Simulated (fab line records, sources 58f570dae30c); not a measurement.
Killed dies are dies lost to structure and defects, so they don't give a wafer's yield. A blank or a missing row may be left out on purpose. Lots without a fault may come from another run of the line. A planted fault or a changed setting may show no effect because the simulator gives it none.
Tool commonality check | flow berkeley_cmos170 | 15 lots, 45 wafers sampled

WHY IT WAS OPENED
At UCB170_ACTIVE_THK_MEAS_06 the reading ACTIVE_NITRIDE_THK is flagged on 3 of 15 lots. Wafers without a fault read 220.4 nm, standard deviation 1.6.
Rule: a lot is flagged when every wafer of it that has a number lies more than 4 standard deviations from that mean, or none has a number. The other lots count as sound.

lot  | measured    | on            | ACTIVE_NITRIDE_THK (nm), wafer by wafer | flag
L518 | day 4 18:53 | film_metro-01 | 220.4 220.6 220.5                       |
L517 | day 4 23:50 | film_metro-01 | 220.5 221.0 220.7                       |
L519 | day 5 09:33 | film_metro-03 | 222.0 219.8 221.9                       |
L522 | day 5 19:25 | film_metro-03 | 221.9 221.8 221.9                       |
L521 | day 5 19:26 | film_metro-02 | 220.1 220.5 219.4                       |
L523 | day 5 19:31 | film_metro-03 | 220.7 220.5 222.1                       |
L524 | day 6 05:45 | film_metro-01 | 222.3 222.2 222.6                       |
L525 | day 6 17:23 | film_metro-03 | 221.7 221.7 220.3                       |
L526 | day 6 17:25 | film_metro-02 | 222.1 223.0 221.2                       |
L528 | day 7 04:17 | film_metro-03 | 219.1 220.5 219.4                       |
L530 | day 7 11:49 | film_metro-02 | 297.9 295.2 295.9                       | FLAGGED
L529 | day 7 11:50 | film_metro-03 | 297.7 297.0 297.0                       | FLAGGED
L531 | day 7 22:11 | film_metro-01 | 298.5 296.8 298.5                       | FLAGGED
L532 | day 8 09:34 | film_metro-01 | 223.0 223.4 223.6                       |
L533 | day 9 01:47 | film_metro-03 | 219.0 216.8 217.9                       |
The numbers of the flagged lots are 297.2 nm on average: +76.8 nm against the usual, or +48 standard deviations.

WHICH TOOL RAN EACH LOT
The record holds 1 process step before the reading, out of a route of 331 steps. In each cell: the tool, then ch and the chambers that the sampled wafers went through, then the start.
lot  | flag    | UCB170_ACTIVE_CVD_05
L518 |         | lpcvd-01 ch 1, day 4 16:58
L517 |         | lpcvd-02 ch 1, day 4 21:55
L519 |         | lpcvd-02 ch 1, day 5 07:37
L522 |         | lpcvd-02 ch 0, day 5 17:31
L521 |         | lpcvd-02 ch 1, day 5 17:31
L523 |         | lpcvd-02 ch 0, day 5 17:31
L524 |         | lpcvd-01 ch 0, day 6 02:52
L525 |         | lpcvd-01 ch 1, day 6 15:29
L526 |         | lpcvd-01 ch 1, day 6 15:29
L528 |         | lpcvd-01 ch 0, day 7 02:20
L530 | FLAGGED | lpcvd-01 ch 0, day 7 09:53
L529 | FLAGGED | lpcvd-01 ch 0, day 7 09:53
L531 | FLAGGED | lpcvd-01 ch 0, day 7 20:16
L532 |         | lpcvd-02 ch 0, day 8 07:39
L533 |         | lpcvd-02 ch 1, day 8 23:53
What these steps do:
- UCB170_ACTIVE_CVD_05: deposits Si3N4 from SiH2Cl2/NH3, target thk 220 nm, time 3300 s.
- UCB170_ACTIVE_THK_MEAS_06

FLAGGED OVER TOTAL, TOOL BY TOOL (the gauges that took the reading come last)
step                      | tool          | lots run | flagged | share of the flagged lots | sound lots run after its first flagged lot
UCB170_ACTIVE_CVD_05      | lpcvd-01      | 8        | 3       | all                       | 0
UCB170_ACTIVE_CVD_05      | lpcvd-02      | 7        | 0       | none                      | -
UCB170_ACTIVE_THK_MEAS_06 | film_metro-01 | 5        | 1       | some                      | 1 (L532)
UCB170_ACTIVE_THK_MEAS_06 | film_metro-02 | 3        | 1       | some                      | 0
UCB170_ACTIVE_THK_MEAS_06 | film_metro-03 | 7        | 1       | some                      | 1 (L533)

WHAT THE TABLE ALLOWS
1 row of the table ran every flagged lot: lpcvd-01 at UCB170_ACTIVE_CVD_05.
- lpcvd-01 at UCB170_ACTIVE_CVD_05: 3 of its 8 lots flagged. Its last sound lot is L528 (day 7 02:20), its first flagged lot L529 (day 7 09:53): a fault that began between those two fits.
One tool is left: lpcvd-01 at UCB170_ACTIVE_CVD_05.

WHAT THE SIMULATOR HAD PUT IN
Process parameter drift: lpcvd-01, from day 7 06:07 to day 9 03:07, at UCB170_ACTIVE_CVD_05. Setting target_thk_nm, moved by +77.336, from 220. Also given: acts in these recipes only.
Lots struck among those shown: L530, L529, L531. The rule above found the same.
